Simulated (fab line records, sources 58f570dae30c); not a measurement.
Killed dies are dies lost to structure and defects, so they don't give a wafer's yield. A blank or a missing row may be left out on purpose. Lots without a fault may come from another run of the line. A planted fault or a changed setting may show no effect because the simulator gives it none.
Split-lot experiment | flow berkeley_cmos170 | 5 lots, 23 wafers read, on a route of 331 steps

THE SPLIT
At UCB170_M2_METAL_ETCH_18 (etches Al in Cl2/BCl3, stops on SiO2, target depth 1170 nm, time 195 s), the setting time_s was moved away from the recipe's 195 s on 5 of the 23 wafers read, by -10.8% to -8.3%. The other wafers ran this setting at the recipe's value.

The file shows no step between the split and the reading.

THE READING
oes_product_au, in a.u., at UCB170_M2_STRIP_19 (strips in O2). Fault-free wafers of this fab line usually give 0.543 a.u., standard deviation 0.012 a.u..

wafer  | tool, chamber at the split | time_s as run, s | against the recipe | oes_product_au, a.u. | against lot-mates on the recipe
L074.1 | rie_metal-01, 1            | 195              | recipe             | 0.549                | -
L074.2 | rie_metal-01, 0            | 195              | recipe             | 0.557                | -
L074.3 | rie_metal-01, 0            | 195              | recipe             | 0.548                | -
L074.4 | rie_metal-01, 1            | 195              | recipe             | 0.574                | -
L074.5 | rie_metal-01, 1            | 195              | recipe             | 0.552                | -
L076.1 | rie_metal-03, 0            | 195              | recipe             | 0.534                | -
L076.2 | rie_metal-03, 1            | 195              | recipe             | 0.539                | -
L076.4 | rie_metal-03, 0            | 195              | recipe             | 0.538                | -
L076.5 | rie_metal-03, 1            | 195              | recipe             | 0.548                | -
L076.6 | rie_metal-03, 0            | 195              | recipe             | 0.538                | -
L080.1 | rie_metal-04, 1            | 195              | recipe             | 0.536                | -
L080.2 | rie_metal-04, 0            | 195              | recipe             | 0.528                | -
L080.6 | rie_metal-04, 1            | 195              | recipe             | 0.538                | -
L084.1 | rie_metal-01, 0            | 174              | -10.8%             | 0.627                | +0.068
L084.2 | rie_metal-01, 1            | 195              | recipe             | 0.562                | -
L084.4 | rie_metal-01, 0            | 195              | recipe             | 0.557                | -
L084.5 | rie_metal-01, 0            | 174              | -10.8%             | 0.633                | +0.074
L084.6 | rie_metal-01, 1            | 195              | recipe             | 0.559                | -
L083.1 | rie_metal-03, 0            | 178.8            | -8.3%              | 0.599                | +0.063
L083.2 | rie_metal-03, 1            | 195              | recipe             | 0.530                | -
L083.3 | rie_metal-03, 1            | 178.8            | -8.3%              | 0.592                | +0.056
L083.4 | rie_metal-03, 0            | 178.8            | -8.3%              | 0.596                | +0.060
L083.5 | rie_metal-03, 0            | 195              | recipe             | 0.542                | -

THE FIT
A straight line over all 23 wafers: oes_product_au changes by -0.00697 a.u. for each +1% of time_s; r = -0.92; the points scatter about the line by 0.012 a.u..
The same after taking each lot's own level away (the mean of its wafers on the recipe; 23 wafers): -0.00684 a.u. for each +1%; r = -0.98; scatter 0.0061 a.u..
On that fit, the largest move of time_s shifts the reading by 0.074 a.u..
The lots' own levels span 0.5340 to 0.5593 a.u., that is 2.1 times the standard deviation above.
So the lot-to-lot level changes the slope little: the two slopes agree.
Check: with one of the wafers moved furthest among these (-10.8%) left out of the fit, the line predicts +0.076 a.u. for it against its lot-mates. It came out at +0.0677 a.u. against them.
Tool readings at the split's step, against how far the setting was moved: oes_product_au r = -0.93.

OTHER SPLITS ON THESE WAFERS
These wafers also went through other splits before the reading. Each is held against what the fit with the lots' levels taken away leaves over:
other split on the same wafers | wafers away from the commonest value | r with oes_product_au (lot level and that fit taken away)
UCB170_M1_SPUTTER_00 time_s    | 9                                    | +0.40
UCB170_M1_METAL_ETCH_12 icp_w  | 7                                    | +0.28

THE WHOLE CHAIN: every reading that the file lists as answering this split, in the file's order
step                    | what it does                                                           | reading                                                                   | change (the file's fit)                   | r (the file's)
UCB170_M2_METAL_ETCH_18 | etches Al in Cl2/BCl3, stops on SiO2, target depth 1170 nm, time 195 s | oes_product_au                                                            | -0.00561 a.u. for each +1% of the setting | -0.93
UCB170_M2_METAL_ETCH_18 | etches Al in Cl2/BCl3, stops on SiO2, target depth 1170 nm, time 195 s | KrF_of_M2_COAT_10.thk_nm (the simulator's own value, which no gauge read) | -6.55 nm for each +1% of the setting      | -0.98
UCB170_M2_METAL_ETCH_18 | etches Al in Cl2/BCl3, stops on SiO2, target depth 1170 nm, time 195 s | SiO2_of_V1_CVD_00.thk_nm (the simulator's own value, which no gauge read) | -0.628 nm for each +1% of the setting     | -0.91
UCB170_M2_STRIP_19      | strips in O2                                                           | oes_product_au                                                            | -0.0068 a.u. for each +1% of the setting  | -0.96

THE FILE'S OWN FIT
oes_product_au changes by -0.0068 a.u. for each +1% of time_s, r = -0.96.
